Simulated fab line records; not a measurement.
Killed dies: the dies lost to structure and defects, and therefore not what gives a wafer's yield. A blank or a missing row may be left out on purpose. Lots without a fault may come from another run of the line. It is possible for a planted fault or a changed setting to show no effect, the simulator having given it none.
The same fault as seen by 2 desks	flow berkeley_cmos170	each desk holds nothing but its own numbers, with what lay behind them at the end

== AT THE TOOL OWNER'S DESK: cmp-02 ==
The tool's own readings at UCB170_V2_CMP_02 (polishes SiO2): means of the sampled wafers that have a number, for each lot that ran on this tool. Any lot whose mean is over 4 standard deviations away from the usual mean is out of limits and marked OUT; that distance is given in the brackets.
Columns: A = motor_current_A at UCB170_V2_CMP_02, usual 15.3 A
lot	first seen here	A
L941	day 7 08:28	15.5
L949	day 9 07:59	15.3
L951	day 9 17:31	15.6
Result from this desk: across the 3 lots, nothing is out of limits.

== AT THE METROLOGY DESK ==
Means of the sampled wafers that have a number, per lot and without regard to the tool the lot ran on: this is what the gauges read. Any lot whose mean is over 4 standard deviations away from the usual mean is out of limits and marked OUT; that distance is given in the brackets. Of its 8 readings 7 are shown: the one that was out of limits first, and those that lie furthest out on some lot.
Columns: A = cd_nm at UCB170_M2_CD_MEAS_15, usual 700.0 nm; B = M2_OVL at UCB170_M2_OVL_MEAS_16, usual 0 nm; C = cd_nm at UCB170_M2_CD_MEAS_90, usual 699 nm; D = V2_TEOS_THK at UCB170_V2_THK_MEAS_01, usual 2007 nm; E = V2_BOW at UCB170_V2_BOW_MEAS_03, usual 38 um; F = V2_POLISHED_THK at UCB170_V2_THK_MEAS_04, usual 1000.0 nm; G = cd_nm at UCB170_V2_CD_MEAS_12, usual 700.1 nm
lot	first seen here	A	B	C	D	E	F	G
L941	day 7 07:34	698.8	-4	696	2042	47	999.7	700.6
L949	day 9 07:06	700.1	-0	699	2011	35	1083.1 (+83) OUT	699.8
L951	day 9 16:41	701.3	4	700	2005	39	1083.7 (+84) OUT	697.5
L958	day 10 23:19	698.7	4	698	2036	33	1000.3	702.6
L961	day 12 06:46	701.6	8	700	1962	49	1000.7	699.2
L963	day 12 17:43	699.9	-1	701	1983	40	1000.2	698.2
This desk finds L949, L951 out of limits, with the earliest case on L949 at day 9 08:24 (V2_POLISHED_THK at UCB170_V2_THK_MEAS_04). Within limits: L941, L958, L961, L963.

== ALL TOGETHER ==
On L949, L951, the metrology desk was in a position to raise an alarm at day 9 08:24.
The desk of the tool owner found nothing out of limits.
On record at the tool owner's desk: L949, L951, within its limits.
Every lot named ran UCB170_V2_CMP_02 on cmp-02.

== WHAT WAS PUT IN BY THE SIMULATOR ==
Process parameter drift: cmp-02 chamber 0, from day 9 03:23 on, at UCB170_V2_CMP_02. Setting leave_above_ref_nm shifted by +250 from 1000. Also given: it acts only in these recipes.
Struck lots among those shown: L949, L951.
Delay in hours, fault start to first out-of-limits reading, per desk: metrology desk 5.
